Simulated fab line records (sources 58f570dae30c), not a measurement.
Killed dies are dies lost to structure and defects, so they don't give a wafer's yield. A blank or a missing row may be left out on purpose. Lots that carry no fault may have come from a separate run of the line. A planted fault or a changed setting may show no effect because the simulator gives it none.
Code-filled problem report in 8D (eight disciplines) form -- flow berkeley-cmos170 -- the parts of the form that need people (team, actions taken, sign-off) are left out

## 1. WHAT WENT WRONG
Mean M1_AL_RS at UCB170_M1_RS_MEAS_01: 0.0440 ohm/sq over 6 wafers in 2 lots; fault-free wafers: 0.0484 ohm/sq, standard deviation 0.00042. Measured from the usual mean, that is -10 standard deviations.
The step: measures by four-point-probe.
Earliest sighting: wafer L429.1 on film-metro-04 at day 9 11:14. The record holds 42 wafers of 14 lots with a number at this step. By rule, "out" or "out of limits" means more than 4 standard deviations away from the usual mean. All remaining wafers that have a number are taken as sound.

## 2. WHAT IT IS AND WHAT IT IS NOT
question,is,is not
which readings at this step,M1_AL_RS,-
which lots,"L429, L433","L421, L422, L423, L424, L425, L434, L435, L437, L439, L440, L442, L444"
which wafers of those lots,all that have a number,-
read on which gauges,film-metro-04,"film-metro-01, film-metro-03"
when,from day 9 11:14,"up to then (15 sound wafers); but 21 sound wafers of L434, L435, L437, L439, L440, L442, L444 came after"

## 3. THE SUSPECTS, EACH WITH WHAT RULES IT OUT
Counting: any tool at a process step up to the reading is kept as a suspect provided that every lot that is out went through it and no sound lot did after the first of them.
- the gauge at UCB170_M1_RS_MEAS_01 is ruled out. All the wafers that are out were read on film-metro-04, but those of them that UCB170_M1_SPUTTER_00 has rows for are out there too, on other tools.
- pvd-sputter-01 at UCB170_M1_SPUTTER_00 (material Al, target thk 600 nm, time 80 s): kept. It ran every lot that is out, first L429 (day 9 11:11), and no sound lot after that; its last sound lot up to then is L424 (day 8 08:43). Its own chamber-pressure-pa readings are out on those wafers.
The count leaves pvd-sputter-01 at UCB170_M1_SPUTTER_00.

## 4. THE CAUSE (what the simulator had put in)
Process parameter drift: pvd-sputter-01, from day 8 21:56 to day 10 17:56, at UCB170_M1_SPUTTER_00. Setting chamber-pressure-pa shifted by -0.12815 from 0.5. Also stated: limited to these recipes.
Only this tool survived the counting.

## 5. THE EFFECT CHAIN, in route order
Each row: a reading where the mean over the struck wafers with a number is more than 3 standard deviations away from the usual. Only readings whose record carries a usual standard deviation are examined. hours: median over the lots of the time between each lot's start at the first step of this table that gives one and its start at this step. sigmas: the change, counted in usual standard deviations.
hours,step,reading,usual,on struck wafers,change,sigmas
0,UCB170_M1_SPUTTER_00,chamber-pressure-pa,0.5000 Pa,0.3721,-0.1279,-99 or more
0,UCB170_M1_RS_MEAS_01,M1_AL_RS,0.0484 ohm/sq,0.0440,-0.0044,-10
0,UCB170_M1_THK_MEAS_02,M1_AL_THK,607 nm,652,+45,+6.5
2,UCB170_M1_METAL_ETCH_12,oes-product-au,0.853 a.u.,0.894,+0.041,+5.3
Here are the process steps it includes:
- UCB170_M1_SPUTTER_00: material Al, target thk 600 nm, time 80 s.
- UCB170_M1_METAL_ETCH_12: etches Al in Cl2/BCl3, stops on PSG, target depth 780 nm, time 130 s.

## 6. HOW IT WOULD HAVE BEEN CAUGHT EARLIER
The first out-of-limits reading at a measuring or inspecting step in this record came at day 9 11:14, 13 hours after the fault's start at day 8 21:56.
At UCB170_M1_SPUTTER_00, the tool's own readings (chamber-pressure-pa) were out on each struck wafer the step has a row for, so an alarm limit on them would have fired on the first such wafer.
L433, from the lots that are out (2), started UCB170_M1_SPUTTER_00 on pvd-sputter-01 later than day 9 11:14. Holding the tool at that time would have saved it.
